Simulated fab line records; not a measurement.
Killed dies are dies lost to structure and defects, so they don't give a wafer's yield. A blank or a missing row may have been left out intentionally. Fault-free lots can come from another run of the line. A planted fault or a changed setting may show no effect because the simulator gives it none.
One fault seen from 2 desks / flow ritCmos / each desk has only its own numbers; what lay behind them comes last

## TOOL OWNER'S DESK, pvdSputter-02
The tool's own readings at RIT_M1_SPUTTER_00 (material Al, target thk 400 nm, time 500 s): means of the sampled wafers that have a number, for each lot that ran on this tool. Any lot whose mean is over 4 standard deviations away from the usual mean is out of limits and marked OUT; that distance is given in the brackets.
Columns: A = throttleValvePct at RIT_M1_SPUTTER_00, usual 30.3 %
lot=L670; first seen here=day 4 03:49; A=30.7
lot=L674; first seen here=day 5 14:29; A=29.9
lot=L682; first seen here=day 7 06:30; A=30.0
lot=L685; first seen here=day 7 19:58; A=30.1
Result from this desk: across the 4 lots, nothing is out of limits.

## METROLOGY DESK
Lot by lot, what the gauges showed, no matter which tool ran the lot: averages of those sampled wafers that carry a number. Any lot whose mean is over 4 standard deviations away from the usual mean is out of limits and marked OUT; that distance is given in the brackets.
Columns: A = cdNm at RIT_ACTIVE_CD_MEAS_90, usual 1400.6 nm; B = REOX_OXIDE_THK at RIT_REOX_THK_MEAS_04, usual 25.2 nm; C = cdNm at RIT_CONTACT_CD_MEAS_08, usual 1000.0 nm; D = M1_AL_RS at RIT_M1_RS_MEAS_01, usual 0.0732 ohm/sq; E = M1_AL_THK at RIT_M1_THK_MEAS_02, usual 401 nm
lot=L667; first seen here=day 1 17:25; A=1402.3; B=25.5; C=1001.0; D=0.0750; E=391
lot=L669; first seen here=day 2 02:05; A=1400.9; B=25.7; C=994.8; D=0.0734; E=399
lot=L670; first seen here=day 2 07:04; A=1398.7; B=25.1; C=1003.6; D=0.0722; E=404
lot=L671; first seen here=day 2 13:25; A=1402.0; B=25.6; C=1001.5; D=0.0735; E=399
lot=L673; first seen here=day 2 22:57; A=1402.6; B=25.8; C=1003.5; D=0.0721; E=407
lot=L674; first seen here=day 3 02:50; A=1398.2; B=26.0; C=999.3; D=0.0725; E=407
lot=L675; first seen here=day 3 09:43; A=1403.0; B=24.6; C=1002.8; D=0.0741; E=399
lot=L677; first seen here=day 3 21:28; A=1400.7; B=24.6; C=1000.3; D=0.0732; E=398
lot=L678; first seen here=day 4 01:44; A=1402.3; B=24.7; C=1000.4; D=0.0741; E=396
lot=L682; first seen here=day 4 21:17; A=1401.6; B=25.3; C=997.9; D=0.1679 (+99 or more) OUT; E=181 (-48) OUT
lot=L685; first seen here=day 5 14:49; A=1399.4; B=25.3; C=1002.7; D=0.1749 (+99 or more) OUT; E=175 (-49) OUT
lot=L686; first seen here=day 5 14:55; A=1402.0; B=24.6; C=999.3; D=0.0729; E=401
lot=L687; first seen here=day 5 19:58; A=1400.5; B=24.4; C=1000.1; D=0.0733; E=404
lot=L689; first seen here=day 6 05:56; A=1404.0; B=25.2; C=1001.7; D=0.0731; E=402
Per this desk, out of limits: L682, L685; the first was L682, day 7 06:48 (M1_AL_RS at RIT_M1_RS_MEAS_01). In limits: L667, L669, L670, L671, L673, L674, L675, L677, L678, L686, L687, L689.

## BROUGHT TOGETHER
An alarm was possible from the metrology desk at day 7 06:48, on L682, L685.
The tool owner's desk saw nothing out of limits.
On record at the tool owner's desk: L682, L685, within its limits.
On pvdSputter-02, each named lot ran RIT_M1_SPUTTER_00.

## WHAT WAS PUT IN BY THE SIMULATOR
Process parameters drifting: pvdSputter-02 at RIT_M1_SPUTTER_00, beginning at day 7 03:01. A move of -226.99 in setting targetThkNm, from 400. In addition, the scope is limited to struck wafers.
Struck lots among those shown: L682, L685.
Per desk, hours elapsed from the start of the fault to the first reading out of limits: for the metrology desk, 4.
